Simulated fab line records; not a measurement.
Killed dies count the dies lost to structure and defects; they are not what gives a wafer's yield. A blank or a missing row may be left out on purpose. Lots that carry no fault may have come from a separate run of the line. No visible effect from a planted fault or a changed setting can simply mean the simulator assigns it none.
One fault seen from 2 desks ; flow berkeley_cmos170 ; every desk sees just its own numbers, and what lay behind them comes last

THE TOOL OWNER'S DESK: implanter-03
The tool's own readings at UCB170_NVT_IMPLANT_07: means of the sampled wafers that have a number, for each lot that ran on this tool. A lot is out of limits, marked OUT, if its mean lies more than 4 standard deviations from the usual mean; the brackets give that distance.
Columns: A = beam_energy_keV at UCB170_NVT_IMPLANT_07, usual 49.999
lot;first seen here;A
L870;day 6 13:53;49.998
L871;day 7 05:01;50.015
L873;day 7 14:50;49.999
L879;day 9 02:57;46.313 (-99 or more) OUT
L880;day 9 11:38;46.270 (-99 or more) OUT
L882;day 9 18:03;46.308 (-99 or more) OUT
This desk finds L879, L880, L882 out of limits, L879 being first, at day 9 02:57 (beam_energy_keV at UCB170_NVT_IMPLANT_07). L870, L871, L873 stayed within limits.

FROM THE METROLOGY DESK
What the gauges read, lot by lot, whatever tool the lot ran on: means of the sampled wafers that have a number. A lot is out of limits, marked OUT, if its mean lies more than 4 standard deviations from the usual mean; the brackets give that distance.
Columns: A = PLDD_TW at UCB170_PLDD_TW_MEAS_11, usual 1004
lot;first seen here;A
L868;day 7 02:44;1009
L869;day 7 17:55;1003
L870;day 7 18:12;1011
L871;day 8 05:58;1005
L873;day 8 13:32;1007
L874;day 8 14:13;1001
L877;day 9 12:16;1006
L879;day 9 21:37;994
L880;day 10 09:24;1005
L882;day 10 14:44;1011
L884;day 11 06:21;1000
L886;day 11 17:53;1002
L888;day 12 05:31;1005
L891;day 13 02:42;1006
This desk's verdict: no lot among the 14 shows anything out of limits.

PUT TOGETHER
The tool owner's desk could have raised an alarm at day 9 02:57, on L879, L880, L882.
From the metrology desk's view, nothing was out of limits.
The metrology desk holds a record of L879, L880, L882, inside its limits.
All the named lots went through UCB170_NVT_IMPLANT_07 on implanter-03.

WHAT HAD BEEN PUT IN BY THE SIMULATOR
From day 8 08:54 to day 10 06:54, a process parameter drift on implanter-03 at UCB170_NVT_IMPLANT_07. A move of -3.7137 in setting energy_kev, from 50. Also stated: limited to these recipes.
Struck lots among those shown: L879, L880, L882.
Each desk's first reading out of limits, in hours after the fault started: the tool owner's desk, 18.
